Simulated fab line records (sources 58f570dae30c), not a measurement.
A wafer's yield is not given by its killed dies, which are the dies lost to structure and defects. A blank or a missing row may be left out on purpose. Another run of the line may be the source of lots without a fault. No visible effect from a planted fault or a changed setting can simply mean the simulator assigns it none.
A lot that was struck, set against a sound lot ; flow berkeley-cmos170 ; 25 steps out of a route of 331
Sound: the wafers L598.1, L598.3, L598.4. Wafers struck: L606.2, L606.3, L606.6. The cause comes at the end.
At each step with rows: each side's tool, then ch and its chambers, then its first start. Under that, the readings that differ: sound wafers ; struck wafers ; difference of the means ; sigmas: that difference in standard deviations of wafers without a fault.
alike: a reading whose means differ by less than 2 such deviations, as well as words and numbers matching on both sides. not compared: withheld readings; readings where some wafer has no value; bounds like >300 that might hide an equal value; numbers whose values overlap and for which the record gives no deviation.
Wherever a step has rows on one side only, a row that says differs or no value, or a row with sigmas, the two part there. Numbers that have no deviation but don't overlap get no sigmas and don't part them. A reading that every wafer of one side lacks parts them only if that side has two wafers or more.

first, 1 step without rows for these wafers: UCB170_PSD_IMPLANT_08.
UCB170_PSD_STRIP_09: strips in O2.
  sound on plasma-asher-01 ch 0,1, day 7 16:58; struck on plasma-asher-03 ch 0,1, day 9 10:53
reading;sound;struck;difference;sigmas
drypump-motor-current-A (A);6.0 6.2 6.0;4.8 4.8 4.8;-1.3;-2
  alike: oes-product-au, strip-time-to-endpoint-s
  not compared: rf-hours-counter-h
UCB170_PSD_TW_MEAS_10:
  struck on film-metro-04, day 9 11:00; sound on film-metro-02, day 7 17:04
  alike: PSD_TW
then, 7 steps without rows for these wafers: UCB170_PSD_CLEAN_11 (cleans in SPM, time 600 s); UCB170_NSD_HMDS_00 (prime time 60 s); UCB170_NSD_COAT_01 (resist thk 900 nm); UCB170_NSD_SOFTBAKE_02 (time 60 s); UCB170_NSD_EXPOSE_03 (exposes mask NSELECT MOD, target cd 1200 nm); UCB170_NSD_PEB_04; UCB170_NSD_DEVELOP_05 (develop time 45 s).
UCB170_NSD_CD_MEAS_06: target cd 1200 nm.
  struck on cd-sem-02, day 9 15:17; sound on cd-sem-02, day 7 18:27
  alike: cd-nm
UCB170_NSD_OVL_MEAS_07:
  struck on overlay-01, day 9 15:23; sound on overlay-02, day 7 18:34
  alike: NSD_OVL
UCB170_NSD_IMPLANT_08:
  sound on implanter-04 ch 0, day 7 18:36; struck on implanter-04 ch 0, day 9 15:26
reading;sound;struck;difference;sigmas
beam-on-s (s);10.15 10.05 9.97;12.75 13.14 13.01;+2.91;+13
dose-ions-cm2;2.998e+15 2.997e+15 2.998e+15;5.027e+15 5.026e+15 5.022e+15;+2.027e+15;+99 or more
end-station-pressure-torr (Torr);1.25e-05 1.32e-05 1.32e-05;1.39e-05 1.46e-05 1.49e-05;+1.50e-06;+3
faraday-current-uA;9151 9214 9292;12021 11745 11891;+2667;+13
UCB170_NSD_STRIP_09: strips in O2.
  sound on plasma-asher-04 ch 0,1, day 7 18:45; struck on plasma-asher-01 ch 0,1, day 9 15:34
reading;sound;struck;difference;sigmas
oes-product-au (a.u.);0.530 0.540 0.538;0.494 0.488 0.497;-0.043;-10
strip-time-to-endpoint-s (s);35.64 35.76 35.72;40.77 40.71 40.70;+5.02;+69
  alike: drypump-motor-current-A
  not compared: rf-hours-counter-h
UCB170_NSD_TW_MEAS_10:
  struck on film-metro-01, day 9 15:41; sound on film-metro-02, day 7 18:51
reading;sound;struck;difference;sigmas
NSD_TW;4190 4184 4193;4261 4283 4285;+87;+2
  not compared: hold
then, 3 steps without rows for these wafers: UCB170_BACKSIDE_HMDS_00 (prime time 60 s); UCB170_BACKSIDE_COAT_01 (resist thk 900 nm); UCB170_BACKSIDE_SOFTBAKE_02 (time 60 s).
UCB170_BACKSIDE_STRIP_03: strips in O2.
  sound on plasma-asher-02 ch 0,1, day 7 19:32; struck on plasma-asher-01 ch 0, day 9 16:37
reading;sound;struck;difference;sigmas
strip-time-to-endpoint-s (s);21.84 21.88 21.84;22.02 22.03 21.99;+0.16;+3
  alike: drypump-motor-current-A, oes-product-au
  not compared: rf-hours-counter-h
then, 1 step without rows for these wafers: UCB170_BACKSIDE_CLEAN_04 (cleans in SPM, time 600 s).
UCB170_SDANNEAL_RTA_00: time 10 s.
  sound on rtp-anneal-02 ch 0, day 7 19:50; struck on rtp-anneal-01 ch 0, day 9 17:08
reading;sound;struck;difference;sigmas
lamp-power-pct (%);25.3 25.3 25.2;19.5 19.5 19.5;-5.8;-2
  alike: wafer_temp_C_max
UCB170_SDANNEAL_RTA_01: time 5 s.
  sound on rtp-anneal-02 ch 0, day 7 19:54; struck on rtp-anneal-01 ch 0, day 9 17:12
reading;sound;struck;difference;sigmas
lamp-power-pct (%);39 39 39;30 30 30;-9;-2
  alike: wafer_temp_C_max
UCB170_SDANNEAL_RS_MEAS_02: measures by four-point-probe.
  struck on film-metro-02, day 9 17:16; sound on film-metro-01, day 7 19:58
  alike: PSD_RS
UCB170_SDANNEAL_RS_MEAS_03: measures by four-point-probe.
  struck on film-metro-02, day 9 17:45; sound on film-metro-01, day 7 20:05
reading;sound;struck;difference;sigmas
NSD_RS (ohm/sq);37.34 37.21 37.30;31.21 31.30 31.31;-6.01;-76
  not compared: hold
UCB170_M3_PROBE_99:
  the record holds rows for the sound wafers here (prober-02, day 9 03:00) but none for the struck ones

== WHERE THEY PART ==
Earliest at UCB170_PSD_STRIP_09; latest, in this record, at UCB170_M3_PROBE_99.

WHY: whatever the simulator had introduced
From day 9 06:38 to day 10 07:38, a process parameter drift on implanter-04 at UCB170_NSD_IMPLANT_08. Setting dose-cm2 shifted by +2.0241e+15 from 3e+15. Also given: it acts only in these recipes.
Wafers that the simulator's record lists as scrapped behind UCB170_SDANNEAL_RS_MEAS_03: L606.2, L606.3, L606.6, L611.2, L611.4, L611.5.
